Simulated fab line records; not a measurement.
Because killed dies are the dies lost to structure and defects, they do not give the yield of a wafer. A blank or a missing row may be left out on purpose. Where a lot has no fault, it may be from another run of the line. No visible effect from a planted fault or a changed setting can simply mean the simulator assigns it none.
Which tool did it? ; flow rit cmos ; 14 lots with 42 wafers sampled at 2 steps, on a route of 202 steps

== WHAT EACH GAUGE READ, for each wafer ==
RIT_GATE_THK_MEAS_09.
lot;measured;on;GATE_POLY_THK (nm)
L964;day 2 16:52;film metro-03;248.8 248.7 245.9
L965;day 2 22:23;film metro-04;250.5 251.9 251.6
L966;day 3 02:53;film metro-04;247.3 244.9 248.2
L967;day 3 07:03;film metro-02;249.1 248.2 247.9
L968;day 3 13:29;film metro-03;248.0 244.8 244.4
L969;day 3 17:19;film metro-03;246.3 245.2 246.2
L970;day 3 23:22;film metro-04;249.2 248.7 246.7
L971;day 4 04:28;film metro-04;251.3 250.8 252.3
L972;day 4 08:25;film metro-02;244.7 247.4 246.8
L973;day 4 14:04;film metro-04;249.4 250.0 250.5
L979;day 5 20:58;film metro-02;440.7 435.7 438.9
L981;day 6 05:09;film metro-02;436.3 435.1 434.4
L983;day 6 20:21;film metro-02;248.3 247.7 247.6
L986;day 7 08:53;film metro-03;248.9 248.0 247.5

== TOOL THAT RAN EACH LOT (tool first, then ch and the chambers of the sampled wafers, then the start) ==
lot;RIT_GATE_CVD_08
L964;lpcvd-01 ch 1, day 2 15:14
L965;lpcvd-01 ch 0, day 2 20:45
L966;lpcvd-01 ch 1, day 3 01:17
L967;lpcvd-02 ch 1, day 3 05:26
L968;lpcvd-02 ch 1, day 3 11:53
L969;lpcvd-01 ch 0, day 3 15:41
L970;lpcvd-02 ch 1, day 3 21:44
L971;lpcvd-02 ch 1, day 4 02:50
L972;lpcvd-02 ch 1, day 4 06:47
L973;lpcvd-01 ch 0, day 4 11:38
L979;lpcvd-01 ch 1, day 5 19:19
L981;lpcvd-01 ch 0, day 6 03:32
L983;lpcvd-02 ch 1, day 6 17:54
L986;lpcvd-02 ch 1, day 7 07:15
- RIT_GATE_CVD_08: deposits poly-Si from SiH4, target thk 250 nm, time 2220 s.

== WHAT THE TOOLS THEMSELVES READ (means of the sampled wafers that have a number; where no wafer has one, the mark that the record gives instead) ==
The record holds no such reading with a usual standard deviation.

== THE ANSWER, worked out from the rows above alone ==
Rule: the usual values come from the lots themselves. The widest of any qualifying gaps counts: lots, ordered by their means at a reading, are off when they make up no more than a third of the lots, leave a main group of 4 or more, and stand apart from it by 3 or more times the standard deviation of that group's means. A main group is skipped when, at the precision printed for the reading in the tables above, its means are all equal. Also off: a lot with no number at a reading for which 4 or more lots have one. Where the step has rows for the other lots, those lots are counted as sound. Order of review: gauges by route order, followed by the tools' own readings, for which a lot's mean as printed above is used. The first step at which some lot is off is used, and at that step the reading that is off furthest; a lot without a number counts as furthest.
Off: L979, L981, seen at RIT_GATE_THK_MEAS_09 (GATE_POLY_THK). The main group: mean 248.2 nm, standard deviation 1.8.
If a tool, at a process step before that reading, ran all the lots that are off and no sound lot after the first of them, it fits. Gauges at RIT_GATE_THK_MEAS_09: tried the same way as those tools. One fits: lpcvd-01 at RIT_GATE_CVD_08. A fault onset in the window from L973 (day 4 11:38, its last sound lot) to L979 (day 5 19:19, its first lot off) fits.

== WHAT THE SIMULATOR HAD INSERTED ==
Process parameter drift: lpcvd-01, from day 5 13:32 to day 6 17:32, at RIT_GATE_CVD_08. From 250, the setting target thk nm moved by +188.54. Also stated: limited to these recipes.
Lots struck among those shown: L979, L981. The rule given above showed the same thing.
